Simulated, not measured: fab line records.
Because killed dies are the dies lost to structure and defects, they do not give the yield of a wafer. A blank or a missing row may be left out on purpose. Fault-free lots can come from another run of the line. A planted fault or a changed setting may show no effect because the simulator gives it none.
Which tool was responsible? :: flow rit-cmos :: 7 lots with 21 wafers sampled at 2 steps, on a route of 202 steps

WHAT EACH GAUGE READ, for each wafer
RIT_FOX2_THK_MEAS_90.
lot: L189
measured: day 2 09:05
on: film-metro-01
FIELD_OXIDE_LEFT_1_THK (nm): 333 327 327

lot: L191
measured: day 2 17:26
on: film-metro-01
FIELD_OXIDE_LEFT_1_THK (nm): 334 334 336

lot: L194
measured: day 3 02:50
on: film-metro-01
FIELD_OXIDE_LEFT_1_THK (nm): 317 311 320

lot: L198
measured: day 4 02:14
on: film-metro-02
FIELD_OXIDE_LEFT_1_THK (nm): 307 309 312

lot: L202
measured: day 4 20:04
on: film-metro-03
FIELD_OXIDE_LEFT_1_THK (nm): 324 325 318

lot: L206
measured: day 5 14:41
on: film-metro-01
FIELD_OXIDE_LEFT_1_THK (nm): 314 318 317

lot: L210
measured: day 6 12:10
on: film-metro-02
FIELD_OXIDE_LEFT_1_THK (nm): 317 315 319

WHAT TOOL EACH LOT RAN ON (gives the tool, then ch and the chambers of the sampled wafers, and finally the start)
lot: L189
RIT_ACTIVE_COAT_06: litho-track-04 ch 0, day 1 21:25

lot: L191
RIT_ACTIVE_COAT_06: litho-track-01 ch 0, day 2 08:35

lot: L194
RIT_ACTIVE_COAT_06: litho-track-04 ch 0, day 2 20:46

lot: L198
RIT_ACTIVE_COAT_06: litho-track-01 ch 0, day 3 16:38

lot: L202
RIT_ACTIVE_COAT_06: litho-track-04 ch 0, day 4 12:50

lot: L206
RIT_ACTIVE_COAT_06: litho-track-04 ch 0, day 5 07:49

lot: L210
RIT_ACTIVE_COAT_06: litho-track-03 ch 0, day 6 03:44
- RIT_ACTIVE_COAT_06: resist thk 1000 nm.

THE ANSWER, worked out from the rows above alone
Rule: the lots themselves supply what counts as usual. The widest of any qualifying gaps counts: lots, ordered by their means at a reading, are off when they make up no more than a third of the lots, leave a main group of 4 or more, and stand apart from it by 3 or more times the standard deviation of that group's means. A main group whose means are all the same, to the digits that the tables above print for the reading, isn't used. Also off: a lot with no number at a reading for which 4 or more lots have one. Any other lot the step has rows for is counted as sound.
Nothing can be told from this: no lot is off at any reading shown.

WHAT WAS PUT IN BY THE SIMULATOR
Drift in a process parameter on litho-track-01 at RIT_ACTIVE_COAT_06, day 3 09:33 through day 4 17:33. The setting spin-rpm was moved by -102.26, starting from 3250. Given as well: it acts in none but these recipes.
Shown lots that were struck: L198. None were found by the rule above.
